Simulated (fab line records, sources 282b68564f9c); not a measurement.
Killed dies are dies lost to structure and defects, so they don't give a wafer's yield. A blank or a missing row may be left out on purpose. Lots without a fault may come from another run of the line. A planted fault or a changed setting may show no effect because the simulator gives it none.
fab line records | flow rit_cmos
record lots=15 wafers=45 last_day=7
route steps=202 shown ACTIVE@3 PWELL@49 NRETRO@59 GATE@81 M1@202
lots that met no fault: from a run of the same line without faults
start_h: hours from the record's first day to the start of the lot's first wafer shown | wait_h: hours since the lot's step before | " the same as in the row above | L1.1+2: a row that stands for several wafers | - no value, or no start given | * or withheld: withheld | < > ~ a bound
route shown NAME@n: a module of which the file shows steps, and the number in the route of the first | usual: mean/standard deviation of fault-free wafers | same: alike in all rows | chamber/n: place in a boat | sites: the reading at each site | _std_site: their standard deviation | _edge_site: outer sites' mean less inner sites' | radius_mm: how far each site lies from the wafer's centre | mask NAME#n: copy n | behind: the tool/chamber that last shaped the wafer | hold: why the lot was held/for how many hours/how that ended | device: the transistor (n, p or np) that didn't switch | end of line: the same wafers' tests at the end of the route | a step without rows: its recipe alone | killed: dies lost to structure and defects at the first sort, not the wafer's yield | map: a wafer's dies, x killed, . not, _ none there
set.NAME: the setting as run; set.NAME@STEP: as run at that earlier step | model.NAME: the simulator's own value behind a step, which no gauge read
steps of the route over a sample of lots; a table a step, a row a wafer
services: from which hour (start_h, from the record's first day; less than 0 if before it) a tool's chamber was out of use, for how many hours, and why
## steps
# step RIT_ACTIVE_THK_MEAS_02
# recipe reads=SiO2_of_ACTIVE_OXIDATION_01
# usual ACTIVE_OXIDE_THK=45.4/0.76
# columns lot.wafer tool chamber start_h wait_h ACTIVE_OXIDE_THK[nm]
L440.2 film_metro-03 - 12.06 0.0 46.4
L440.3 " - " " 46.3
L440.4 " - " " 46.2
L441.1 film_metro-03 - 17.05 0.0 44.8
L441.2 " - " " 45.8
L441.5 " - " " 45.0
L442.3 film_metro-03 - 22.07 0.0 44.8
L442.4 " - " " 44.7
L442.6 " - " " 45.7
L443.1 film_metro-03 - 27.05 0.0 45.6
L443.2 " - " " 45.9
L443.3 " - " " 45.8
L444.1 film_metro-01 - 32.05 0.0 45.3
L444.3 " - " " 45.5
L444.4 " - " " 45.8
L445.1 film_metro-02 - 37.05 0.0 45.4
L445.2 " - " " 46.0
L445.3 " - " " 44.9
L449.2 film_metro-03 - 57.06 0.0 45.9
L449.4 " - " " 47.2
L449.6 " - " " 47.3
L454.1 film_metro-02 - 82.05 0.0 45.1
L454.4 " - " " 44.9
L454.5 " - " " 44.6
L456.3 film_metro-03 - 92.07 0.0 45.4
L456.4 " - " " 45.7
L456.6 " - " " 45.4
L457.1 film_metro-03 - 97.05 0.0 45.5
L457.3 " - " " 45.3
L457.5 " - " " 45.1
L458.3 film_metro-02 - 104.01 0.0 46.3
L458.4 " - " " 45.6
L458.6 " - " " 45.4
L459.1 film_metro-01 - 108.37 0.0 44.3
L459.2 " - " " 44.7
L459.6 " - " " 44.2
L460.3 film_metro-02 - 112.07 0.0 44.6
L460.4 " - " " 43.9
L460.6 " - " " 43.9
L461.3 film_metro-02 - 117.07 0.0 44.8
L461.5 " - " " 44.7
L461.6 " - " " 44.6
L463.1 film_metro-01 - 127.05 0.0 44.5
L463.3 " - " " 45.3
L463.4 " - " " 45.1
# step RIT_PWELL_TW_MEAS_10
# usual PWELL_TW=947/5.5
# columns lot.wafer tool chamber start_h wait_h PWELL_TW
L440.2 film_metro-03 - 23.24 0.1 944
L440.3 " - " " 939
L440.4 " - " " 940
L441.1 film_metro-04 - 27.49 0.1 947
L441.2 " - " " 943
L441.5 " - " " 947
L442.3 film_metro-01 - 33.80 0.1 944
L442.4 " - " " 949
L442.6 " - " " 946
L443.1 film_metro-04 - 37.97 0.1 948
L443.2 " - " " 952
L443.3 " - " " 941
L444.1 film_metro-03 - 42.75 0.1 933
L444.3 " - " " 941
L444.4 " - " " 938
L445.1 film_metro-03 - 51.50 0.1 949
L445.2 " - " " 948
L445.3 " - " " 951
L449.2 film_metro-04 - 67.59 0.1 953
L449.4 " - " " 952
L449.6 " - " " 956
L454.1 film_metro-04 - 92.63 0.1 956
L454.4 " - " " 952
L454.5 " - " " 959
L456.3 film_metro-01 - 103.01 0.1 955
L456.4 " - " " 949
L456.6 " - " " 952
L457.1 film_metro-04 - 110.48 0.1 953
L457.3 " - " " 957
L457.5 " - " " 953
L458.3 film_metro-01 - 114.85 0.1 952
L458.4 " - " " 959
L458.6 " - " " 959
L459.1 film_metro-03 - 118.81 0.1 939
L459.2 " - " " 944
L459.6 " - " " 950
L460.3 film_metro-04 - 124.60 0.1 945
L460.4 " - " " 943
L460.6 " - " " 950
L461.3 film_metro-03 - 128.05 0.1 947
L461.5 " - " " 947
L461.6 " - " " 943
L463.1 film_metro-04 - 140.42 0.1 951
L463.3 " - " " 947
L463.4 " - " " 949
# step RIT_NRETRO_OVL_MEAS_06
# usual NRETRO_OVL=-0.6/1.6
# columns lot.wafer tool chamber start_h wait_h NRETRO_OVL[nm]
L440.2 overlay-01 - 29.63 - 0.7
L440.3 " - " " -1.5
L440.4 " - " " 0.7
L441.1 overlay-01 - 34.17 - -2.8
L441.2 " - " " -3.7
L441.5 " - " " -1.0
L442.3 overlay-01 - 40.18 - 0.3
L442.4 " - " " 0.6
L442.6 " - " " 0.2
L443.1 overlay-02 - 44.78 - -0.5
L443.2 " - " " 0.7
L443.3 " - " " -0.7
L444.1 overlay-01 - 49.61 - 0.1
L444.3 " - " " -0.6
L444.4 " - " " -0.6
L445.1 overlay-02 - 58.38 - 1.6
L445.2 " - " " 0.2
L445.3 " - " " 1.0
L449.2 overlay-02 - 73.85 - -1.8
L449.4 " - " " -1.4
L449.6 " - " " 0.1
L454.1 overlay-01 - 99.49 - -0.2
L454.4 " - " " -1.6
L454.5 " - " " 0.1
L456.3 overlay-01 - 109.77 - -4.2
L456.4 " - " " -0.7
L456.6 " - " " -2.4
L457.1 overlay-02 - 116.93 - 0.6
L457.3 " - " " 1.6
L457.5 " - " " 1.2
L458.3 overlay-01 - 121.11 - -2.2
L458.4 " - " " -2.5
L458.6 " - " " -3.0
L459.1 overlay-01 - 125.07 - 0.6
L459.2 " - " " -0.5
L459.6 " - " " -1.0
L460.3 overlay-02 - 131.06 - -2.3
L460.4 " - " " -1.0
L460.6 " - " " -1.0
L461.3 overlay-01 - 135.07 - 0.3
L461.5 " - " " -2.8
L461.6 " - " " -1.9
L463.1 overlay-01 - 147.04 - 1.4
L463.3 " - " " 1.2
L463.4 " - " " 1.9
# step RIT_GATE_OXIDATION_05
# recipe temp_c=900 ambient=O2 target_thk_a=30 ox_time_s=270
# usual spike_tc_centre_C=902.6/1 spike_tc_load_C=927.4/2.4 spike_tc_source_C=923/3.3 tube_center_temp_C=900/0.08 tube_center_temp_C_max=902.3/0.36
# same ox_time_s=270
# columns lot.wafer tool chamber start_h wait_h spike_tc_centre_C spike_tc_load_C spike_tc_source_C tube_center_temp_C tube_center_temp_C_max
L440.2 furnace-04 0 32.36 0.0 901.5 923.6 919 900.02 902.5
L440.3 " 0 " " 902.9 925.6 917 899.93 902.1
L440.4 " 0 " " 903.6 924.6 921 900.16 902.5
L441.1 furnace-01 0 37.08 0.1 901.3 928.2 926 899.94 901.9
L441.2 " 0 " " 902.2 930.3 926 899.99 902.8
L441.5 " 0 " " 903.2 928.6 926 900.05 902.2
L442.3 furnace-01 0 44.37 1.5 902.4 930.1 926 899.96 902.3
L442.4 " 0 " " 903.2 930.5 927 899.97 902.5
L442.6 " 0 " " 902.2 927.5 927 900.1 902.2
L443.1 furnace-01 0 47.48 0.1 922.7 949.9 947 920.05 922.7
L443.2 " 0 " " 921.6 950.9 947 920.02 922.2
L443.3 " 0 " " 922.1 950.3 945 920.05 922.2
L444.1 furnace-01 0 52.81 0.4 921.9 948.7 947 920 922.2
L444.3 " 0 " " 921.8 949.7 948 919.83 921.9
L444.4 " 0 " " 922.9 951.4 948 920.13 922.6
L445.1 furnace-01 0 62.05 1.0 922.5 950.7 948 919.78 921.9
L445.2 " 0 " " 923.5 949.8 947 919.98 923.9
L445.3 " 0 " " 922.8 951.3 947 920.1 922.2
L449.2 furnace-02 0 76.99 0.4 903.5 926.7 922 900.04 902.6
L449.4 " 0 " " 902.2 926.0 923 899.98 902.2
L449.6 " 0 " " 903.4 927.6 921 900.03 901.9
L454.1 furnace-02 0 103.99 1.7 902.5 926.8 923 900.25 903.0
L454.4 " 0 " " 903.7 926.8 922 899.89 902.2
L454.5 " 0 " " 902.5 926.2 923 899.91 902.5
L456.3 furnace-04 0 112.59 0.0 900.5 923.6 920 899.91 902.6
L456.4 " 0 " " 901.6 923.2 918 900.01 902.9
L456.6 " 0 " " 901.4 925.5 918 900.12 902.2
L457.1 furnace-02 0 119.78 0.1 903.2 925.9 921 899.95 903.0
L457.3 " 0 " " 902.5 925.6 923 899.97 902.0
L457.5 " 0 " " 902.0 925.5 921 900.07 902.0
L458.3 furnace-04 0 123.80 0.0 903.4 925.5 919 900 902.2
L458.4 " 0 " " 900.8 924.5 918 900.07 902.5
L458.6 " 0 " " 904.2 922.9 919 899.98 902.5
L459.1 furnace-04 0 127.78 0.1 901.6 923.6 920 900.03 902.0
L459.2 " 0 " " 903.4 924.1 918 900.05 902.1
L459.6 " 0 " " 901.8 923.9 918 899.95 902.3
L460.3 furnace-01 0 135.93 2.1 901.8 929.4 925 899.88 903.8
L460.4 " 0 " " 903.1 930.1 926 900.04 902.2
L460.6 " 0 " " 901.0 930.5 927 899.97 902.1
L461.3 furnace-01 0 137.89 0.0 903.0 928.3 927 900.17 902.6
L461.5 " 0 " " 902.7 928.8 927 900.04 902.3
L461.6 " 0 " " 902.2 930.8 925 899.9 902.3
L463.1 furnace-02 0 150.17 0.1 904.1 928.9 922 900.02 902.4
L463.3 " 0 " " 903.9 927.1 922 900.05 902.5
L463.4 " 0 " " 901.6 925.2 923 900.07 902.2
# step RIT_GATE_THK_MEAS_07
# recipe reads=SiO2_of_GATE_OXIDATION_05
# usual GATE_OXIDE_THK=2.99/0.064
# columns lot.wafer tool chamber start_h wait_h GATE_OXIDE_THK[nm]
L440.2 film_metro-04 - 33.69 0.0 2.91
L440.3 " - " " 2.91
L440.4 " - " " 3.02
L441.1 film_metro-04 - 38.43 0.0 2.99
L441.2 " - " " 2.96
L441.5 " - " " 2.99
L442.3 film_metro-04 - 46.61 0.0 2.88
L442.4 " - " " 2.90
L442.6 " - " " 2.94
L443.1 film_metro-04 - 48.80 0.0 3.88
L443.2 " - " " 3.84
L443.3 " - " " 3.95
L444.1 film_metro-02 - 54.13 0.0 3.88
L444.3 " - " " 3.76
L444.4 " - " " 3.80
L445.1 film_metro-02 - 63.38 0.0 3.80
L445.2 " - " " 3.70
L445.3 " - " " 3.78
L449.2 film_metro-02 - 78.33 0.0 3.03
L449.4 " - " " 3.08
L449.6 " - " " 3.05
L454.1 film_metro-04 - 106.63 0.0 3.05
L454.4 " - " " 3.00
L454.5 " - " " 2.94
L456.3 film_metro-01 - 113.94 0.0 3.06
L456.4 " - " " 3.00
L456.6 " - " " 3.04
L457.1 film_metro-02 - 122.30 0.0 2.88
L457.3 " - " " 3.03
L457.5 " - " " 2.95
L458.3 film_metro-01 - 125.14 0.0 3.00
L458.4 " - " " 3.07
L458.6 " - " " 3.16
L459.1 film_metro-02 - 129.56 0.0 2.95
L459.2 " - " " 2.98
L459.6 " - " " 2.96
L460.3 film_metro-01 - 137.27 0.0 3.01
L460.4 " - " " 2.96
L460.6 " - " " 2.94
L461.3 film_metro-02 - 139.23 0.0 2.87
L461.5 " - " " 2.92
L461.6 " - " " 2.94
L463.1 film_metro-02 - 151.49 0.0 3.03
L463.3 " - " " 3.01
L463.4 " - " " 2.94
# step RIT_M1_PROBE_99
# usual killed_at_M0_to_M3=0.0/0.083 killed_at_contacts=0.1/0.31 killed_at_front_end=7/3.3 killed_dies=7/3.3 killed_open=3.4/2.2 killed_short=3.5/2
# same gross_dies=264 killed_at_M4_up=0 killed_at_back_side=0 killed_at_other=0
# columns lot.wafer tool chamber start_h wait_h killed_at_M0_to_M3 killed_at_contacts killed_at_front_end killed_dies killed_open killed_short
L440.2 prober-02 - 57.01 0.1 0 0 7 7 5 2
L440.3 prober-02 - 57.06 0.2 0 0 2 2 2 0
L440.4 prober-02 - 57.11 0.2 0 0 7 7 3 4
L441.1 prober-01 - 62.64 0.1 0 0 14 14 8 6
L441.2 prober-01 - 62.69 0.1 0 0 10 10 6 4
L441.5 prober-01 - 62.84 0.2 0 0 16 16 10 6
L443.1 prober-01 - 73.42 0.1 0 0 6 6 4 2
L443.2 prober-01 - 73.47 0.1 0 0 8 8 5 3
L443.3 prober-01 - 73.52 0.2 1 0 6 7 2 5
L442.3 prober-02 - 73.52 0.2 0 0 7 7 2 5
L442.4 prober-02 - 73.57 0.2 0 0 9 9 5 4
L442.6 prober-02 - 73.67 0.2 0 0 8 8 2 6
L444.1 prober-01 - 77.11 0.1 0 0 4 4 3 1
L444.3 prober-01 - 77.21 0.2 0 0 8 8 2 6
L444.4 prober-01 - 77.26 0.2 0 0 5 5 2 3
L445.1 prober-02 - 86.74 0.1 0 0 11 11 6 5
L445.2 prober-02 - 86.79 0.1 0 0 5 5 3 2
L445.3 prober-02 - 86.84 0.2 0 0 9 9 1 8
L449.2 prober-02 - 106.61 0.1 0 0 16 16 11 5
L449.4 prober-02 - 106.71 0.2 0 1 9 10 3 7
L449.6 prober-02 - 106.81 0.2 0 0 8 8 3 5
L454.1 prober-01 - 132.41 0.1 0 0 4 4 2 2
L454.4 prober-01 - 132.56 0.2 0 0 6 6 6 0
L454.5 prober-01 - 132.61 0.2 0 0 3 3 2 1
L456.3 prober-01 - 140.20 0.2 0 0 6 6 5 1
L456.4 prober-01 - 140.25 0.2 0 0 3 3 1 2
L456.6 prober-01 - 140.35 0.2 0 0 4 4 3 1
L457.1 prober-02 - 148.34 0.1 0 0 6 6 3 3
L457.3 prober-02 - 148.44 0.2 0 0 4 4 2 2
L457.5 prober-02 - 148.54 0.2 0 0 6 6 4 2
L458.3 prober-01 - 150.04 0.2 0 0 9 9 4 5
L458.4 prober-01 - 150.09 0.2 0 0 1 1 1 0
L458.6 prober-01 - 150.19 0.2 0 0 6 6 3 3
L459.1 prober-02 - 155.64 0.1 0 0 5 5 1 4
L459.2 prober-02 - 155.69 0.1 0 0 3 3 0 3
L459.6 prober-02 - 155.89 0.2 0 0 6 6 3 3
L460.3 prober-01 - 160.79 0.2 0 0 5 5 2 3
L460.4 prober-01 - 160.84 0.2 0 0 8 8 4 4
L460.6 prober-01 - 160.94 0.2 0 1 7 8 4 4
L461.3 prober-02 - 164.33 0.2 0 0 8 8 3 5
L461.5 prober-02 - 164.43 0.2 0 0 6 6 3 3
L461.6 prober-02 - 164.48 0.2 0 0 4 4 1 3
L463.1 prober-02 - 175.63 0.1 0 0 3 3 1 2
L463.3 prober-02 - 175.73 0.2 0 0 7 7 2 5
L463.4 prober-02 - 175.78 0.2 0 0 8 8 3 5
# killed by level:class
L440.2 SPACER:geometric_particle:open=3 GATE:geometric_particle:short=2 FOX2:geometric_particle:open=1 GATE:geometric_particle:open=1
L440.3 FOX2:geometric_particle:open=1 GATE:geometric_particle:open=1
L440.4 FOX2:geometric_particle:open=1 GATE:geometric_particle:short=1 REOX:geometric_particle:short=1 SPACER:geometric_particle:open=1 SPACER:geometric_particle:short=1 SILICIDE:geometric_particle:short=1 SILICIDE:geometric_particle:open=1
L441.1 REOX:geometric_particle:open=5 FOX2:geometric_particle:short=2 SPACER:geometric_particle:short=2 FOX2:geometric_particle:open=1 GATE:geometric_particle:short=1 REOX:geometric_particle:short=1 SPACER:geometric_particle:open=1 SILICIDE:geometric_particle:open=1
L441.2 GATE:geometric_particle:open=3 REOX:geometric_particle:open=2 SILICIDE:geometric_particle:short=2 FOX2:geometric_particle:open=1 FOX2:geometric_particle:short=1 GATE:geometric_particle:short=1
L441.5 FOX2:geometric_particle:open=3 GATE:geometric_particle:open=3 REOX:geometric_particle:open=3 GATE:geometric_particle:short=2 SPACER:geometric_particle:short=2 FOX1:geometric_particle:short=1 REOX:geometric_particle:short=1 SILICIDE:geometric_particle:open=1
L443.1 GATE:geometric_particle:open=2 FOX1:geometric_particle:open=1 GATE:geometric_particle:short=1 SPACER:geometric_particle:short=1 SILICIDE:geometric_particle:open=1
L443.2 SPACER:geometric_particle:open=2 FOX2:geometric_particle:open=1 GATE:geometric_particle:short=1 GATE:geometric_particle:open=1 SPACER:geometric_particle:short=1 SILICIDE:geometric_particle:short=1 SILICIDE:geometric_particle:open=1
L442.3 FOX1:geometric_particle:short=2 FOX2:geometric_particle:short=2 REOX:geometric_particle:open=1 SPACER:geometric_particle:open=1 SILICIDE:geometric_particle:short=1
L443.3 GATE:geometric_particle:short=2 FOX2:geometric_particle:open=1 GATE:geometric_particle:open=1 REOX:geometric_particle:short=1 SPACER:geometric_particle:short=1 M1:geometric_particle:short=1
L442.4 FOX2:geometric_particle:short=2 GATE:geometric_particle:open=2 SILICIDE:geometric_particle:open=2 FOX1:geometric_particle:short=1 REOX:geometric_particle:open=1 SILICIDE:geometric_particle:short=1
L442.6 GATE:geometric_particle:short=4 ACTIVE:geometric_particle:short=1 REOX:geometric_particle:open=1 SPACER:geometric_particle:short=1 SILICIDE:geometric_particle:open=1
L444.1 FOX1:geometric_particle:open=1 FOX2:geometric_particle:short=1 GATE:geometric_particle:open=1 SPACER:geometric_particle:open=1
L444.3 SPACER:geometric_particle:short=2 FOX1:geometric_particle:short=1 FOX2:geometric_particle:open=1 FOX2:geometric_particle:short=1 GATE:geometric_particle:short=1 GATE:geometric_particle:open=1 REOX:geometric_particle:short=1
L444.4 GATE:geometric_particle:short=2 FOX2:geometric_particle:open=1 REOX:geometric_particle:short=1 REOX:geometric_particle:open=1
L445.1 GATE:geometric_particle:open=5 GATE:geometric_particle:short=3 REOX:geometric_particle:short=1 SILICIDE:geometric_particle:short=1 SILICIDE:geometric_particle:open=1
L445.2 GATE:geometric_particle:open=3 ACTIVE:geometric_particle:short=1 SPACER:geometric_particle:short=1
L445.3 SPACER:geometric_particle:short=4 GATE:geometric_particle:short=3 FOX1:geometric_particle:short=1 SILICIDE:geometric_particle:open=1
L449.2 REOX:geometric_particle:open=4 FOX1:geometric_particle:open=3 FOX1:geometric_particle:short=2 GATE:geometric_particle:short=2 GATE:geometric_particle:open=2 SPACER:geometric_particle:open=2 FOX2:geometric_particle:short=1
L449.4 GATE:geometric_particle:open=2 SILICIDE:geometric_particle:short=2 FOX1:geometric_particle:open=1 FOX1:geometric_particle:short=1 GATE:geometric_particle:short=1 REOX:geometric_particle:short=1 SPACER:geometric_particle:short=1 CONTACT:geometric_particle:short=1
L449.6 REOX:geometric_particle:short=3 GATE:geometric_particle:open=2 FOX2:geometric_particle:short=1 GATE:geometric_particle:short=1 REOX:geometric_particle:open=1
L454.1 GATE:geometric_particle:open=2 GATE:geometric_particle:short=1 REOX:geometric_particle:short=1
L454.4 FOX1:geometric_particle:open=3 SPACER:geometric_particle:open=2 GATE:geometric_particle:open=1
L454.5 GATE:geometric_particle:open=1 SPACER:geometric_particle:short=1 SPACER:geometric_particle:open=1
L456.3 FOX1:geometric_particle:open=2 REOX:geometric_particle:open=2 FOX2:geometric_particle:open=1 SILICIDE:geometric_particle:short=1
L456.4 SILICIDE:geometric_particle:short=2 SILICIDE:geometric_particle:open=1
L456.6 FOX1:geometric_particle:short=1 REOX:geometric_particle:open=1 SPACER:geometric_particle:open=1 SILICIDE:geometric_particle:open=1
L457.1 GATE:geometric_particle:short=3 FOX1:geometric_particle:open=1 GATE:geometric_particle:open=1 REOX:geometric_particle:open=1
L457.3 FOX1:geometric_particle:short=1 FOX1:geometric_particle:open=1 GATE:geometric_particle:short=1 REOX:geometric_particle:open=1
L457.5 GATE:geometric_particle:short=2 SILICIDE:geometric_particle:open=2 GATE:geometric_particle:open=1 SPACER:geometric_particle:open=1
L458.3 GATE:geometric_particle:open=3 SPACER:geometric_particle:short=2 SILICIDE:geometric_particle:short=2 GATE:geometric_particle:short=1 REOX:geometric_particle:open=1
L458.4 GATE:geometric_particle:open=1
L458.6 GATE:geometric_particle:short=2 FOX1:geometric_particle:short=1 GATE:geometric_particle:open=1 SPACER:geometric_particle:open=1 SILICIDE:geometric_particle:open=1
L459.1 GATE:geometric_particle:short=2 FOX1:geometric_particle:short=1 GATE:geometric_particle:open=1 SILICIDE:geometric_particle:short=1
L459.2 GATE:geometric_particle:short=2 SILICIDE:geometric_particle:short=1
L459.6 REOX:geometric_particle:open=2 SILICIDE:geometric_particle:short=2 FOX2:geometric_particle:short=1 GATE:geometric_particle:open=1
L460.3 REOX:geometric_particle:short=2 FOX1:geometric_particle:open=1 GATE:geometric_particle:open=1 GATE:geometric_particle:short=1
L460.4 GATE:geometric_particle:open=2 FOX1:geometric_particle:short=1 FOX2:geometric_particle:open=1 GATE:geometric_particle:short=1 REOX:geometric_particle:short=1 REOX:geometric_particle:open=1 SPACER:geometric_particle:short=1
L460.6 FOX1:geometric_particle:short=2 GATE:geometric_particle:short=2 FOX1:geometric_particle:open=1 GATE:geometric_particle:open=1 REOX:geometric_particle:open=1 CONTACT:geometric_particle:open=1
L461.3 REOX:geometric_particle:short=3 GATE:geometric_particle:open=1 GATE:geometric_particle:short=1 REOX:geometric_particle:open=1 SPACER:geometric_particle:short=1 SPACER:geometric_particle:open=1
L461.5 FOX1:geometric_particle:short=2 FOX2:geometric_particle:open=2 GATE:geometric_particle:short=1 REOX:geometric_particle:open=1
L461.6 SPACER:geometric_particle:short=3 REOX:geometric_particle:open=1
L463.1 SILICIDE:geometric_particle:short=2 SILICIDE:geometric_particle:open=1
L463.3 GATE:geometric_particle:short=3 REOX:geometric_particle:short=2 FOX2:geometric_particle:open=1 REOX:geometric_particle:open=1
L463.4 SILICIDE:geometric_particle:short=2 FOX2:geometric_particle:open=1 GATE:geometric_particle:open=1 GATE:geometric_particle:short=1 REOX:geometric_particle:short=1 SPACER:geometric_particle:open=1 SPACER:geometric_particle:short=1
## services
# columns tool chamber start_h hours kind
furnace-04 - 38.93 4.4 pm
furnace-02 - 62.69 2.8 pm
furnace-02 - 97.05 5.0 pm
## key
first_sign step=RIT_GATE_OXIDATION_05 reading=tube_center_temp_C direction=up sigmas=99+ usual=* struck=*
effect step=RIT_GATE_OXIDATION_05 reading=tube_center_temp_C_max direction=up sigmas=56 usual=* struck=*
effect step=RIT_GATE_THK_MEAS_07 reading=GATE_OXIDE_THK direction=up sigmas=13 usual=2.99 struck=3.82
met_at RIT_GATE_OXIDATION_05
struck_lots L443,L444,L445
tester_left_out L443,L444,L445
not_acting_at RIT_ACTIVE_THK_MEAS_02,RIT_PWELL_TW_MEAS_10,RIT_NRETRO_OVL_MEAS_06
onset_between 44.37 47.48
fault kind=process_parameter_drift tool=furnace-01 chamber=- onset_h=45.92 steps=RIT_GATE_OXIDATION_05 channel=temp_c offset=* shape=step end_h=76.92 acts_in=* stated=*
# tester_left_out: of these lots the tester's yield and bins aren't shown, on N5 and GAA mostly nor the transistor test; their killed dies are dies lost to structure and defects alone, not to doping, threshold or leakage, so they don't give the yield
